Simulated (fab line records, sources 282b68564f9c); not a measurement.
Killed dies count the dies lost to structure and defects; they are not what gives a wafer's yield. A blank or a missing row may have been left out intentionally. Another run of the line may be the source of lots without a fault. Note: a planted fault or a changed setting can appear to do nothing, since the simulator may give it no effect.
Which tool was responsible?	flow rit_cmos	45 wafers from 15 lots sampled at 3 of the route's 202 steps

WHAT THE GAUGES SHOWED, per wafer
RIT_ACTIVE_CD_MEAS_90: the cd target is 1400 nm. Usual: cd_nm at 1400.6 nm, with a standard deviation of 2.4.
lot	measured	on	cd_nm (nm)	flag
L776	day 1 22:49	cd_sem-02	1403.0 1401.5 1401.5	
L777	day 2 02:58	cd_sem-02	1400.7 1399.5 1402.4	
L778	day 2 09:59	cd_sem-01	1400.0 1401.1 1401.8	
L780	day 2 17:10	cd_sem-02	1404.5 1405.8 1404.6	
L781	day 2 22:21	cd_sem-01	1400.7 1401.9 1403.2	
L783	day 3 07:14	cd_sem-01	1401.1 1401.9 1400.0	
L784	day 3 14:26	cd_sem-02	1396.5 1398.5 1396.8	
L785	day 3 18:04	cd_sem-02	1399.3 1400.1 1400.3	
L786	day 4 00:39	cd_sem-01	1401.3 1399.0 1398.1	
L793	day 5 09:05	cd_sem-02	1400.7 1402.6 1401.5	
L794	day 5 14:01	cd_sem-01	1402.5 1404.1 1402.8	
L795	day 5 19:36	cd_sem-01	1402.9 1403.8 1402.7	
L796	day 6 01:47	cd_sem-02	1399.2 1397.7 1397.4	
L797	day 6 05:03	cd_sem-02	1402.5 1398.6 1400.7	
L798	day 6 11:11	cd_sem-01	1400.7 1403.1 1400.6	

RIT_CONTACT_OVL_MEAS_09. Usual: for CONTACT_OVL the level is -0.9 nm and the standard deviation is 1.3.
lot	measured	on	CONTACT_OVL (nm)	flag
L776	day 3 22:50	overlay-02	0.1 0.0 -1.2	
L777	day 3 20:55	overlay-01	0.4 0.9 -0.5	
L778	day 4 03:47	overlay-01	-1.9 -1.4 -1.1	
L780	day 4 13:32	overlay-02	-1.9 -3.1 -2.7	
L781	day 4 15:48	overlay-01	-1.9 -3.1 -1.3	
L783	day 5 02:22	overlay-02	-2.0 -0.6 0.3	
L784	day 5 12:56	overlay-02	-3.1 -2.7 -2.6	
L785	day 5 10:41	overlay-02	-1.9 -2.2 -4.3	
L786	day 5 16:25	overlay-02	-0.4 0.1 -0.5	
L793	day 7 04:02	overlay-01	0.3 1.1 0.0	
L794	day 7 08:16	overlay-01	-1.0 -2.1 -2.1	
L795	day 7 12:05	overlay-01	-2.6 -1.9 -1.2	
L796	day 7 18:04	overlay-01	0.2 -0.3 -1.7	
L797	day 7 23:36	overlay-02	-2.5 -3.5 -4.5	
L798	day 8 04:31	overlay-01	-1.8 -1.7 -1.2	

WHAT TOOL EACH LOT RAN ON (gives the tool, then ch and the chambers of the sampled wafers, and finally the start)
lot	RIT_ACTIVE_PEB_09
L776	litho_track-04 ch 0, day 1 21:58
L777	litho_track-04 ch 0, day 2 02:07
L778	litho_track-03 ch 0, day 2 09:08
L780	litho_track-01 ch 0, day 2 16:19
L781	litho_track-01 ch 0, day 2 21:11
L783	litho_track-01 ch 0, day 3 06:22
L784	litho_track-03 ch 0, day 3 13:35
L785	litho_track-01 ch 0, day 3 17:04
L786	litho_track-04 ch 0, day 3 23:41
L793	litho_track-03, day 5 08:13
L794	litho_track-04, day 5 13:10
L795	litho_track-01, day 5 18:44
L796	litho_track-03 ch 0, day 6 00:56
L797	litho_track-04 ch 0, day 6 04:11
L798	litho_track-04 ch 0, day 6 10:20
- RIT_ACTIVE_PEB_09

AS READ BY THE TOOLS THEMSELVES (means over the sampled wafers that have a number; for cases with no such wafer, the mark the record gives instead)
RIT_ACTIVE_PEB_09. Usual: exhaust_pa at 44.9 Pa, with a standard deviation of 0.94.
lot	tool	exhaust_pa (Pa)	flag
L776	litho_track-04	45.0	
L777	litho_track-04	45.1	
L778	litho_track-03	44.1	
L780	litho_track-01	46.5	
L781	litho_track-01	44.7	
L783	litho_track-01	44.3	
L784	litho_track-03	45.0	
L785	litho_track-01	44.3	
L786	litho_track-04	45.0	
L793	litho_track-03	-	OFF
L794	litho_track-04	-	OFF
L795	litho_track-01	-	OFF
L796	litho_track-03	44.3	
L797	litho_track-04	45.6	
L798	litho_track-04	44.8	

THE ANSWER, worked out from the rows above alone
Rule: take the mean of a lot's wafers that have a number; if it is more than 3 standard deviations from the usual mean, the lot is off. A lot without any number at a reading at which 4 lots or more have one is off too. Any other lot the step has rows for is counted as sound. Order of review: gauges by route order, followed by the tools' own readings, for which a lot's mean as printed above is used. The first step at which some lot is off is used, and at that step the reading that is off furthest; a lot without a number counts as furthest.
Off: L793, L794, L795 (RIT_ACTIVE_PEB_09, exhaust_pa). Without a number there: L793, L794, L795.
If a tool, at that step or one of the process steps before it, ran each lot that is off and ran no sound lot following the first of them, it fits. No candidate that was tried fits.

WHAT THE SIMULATOR PUT IN
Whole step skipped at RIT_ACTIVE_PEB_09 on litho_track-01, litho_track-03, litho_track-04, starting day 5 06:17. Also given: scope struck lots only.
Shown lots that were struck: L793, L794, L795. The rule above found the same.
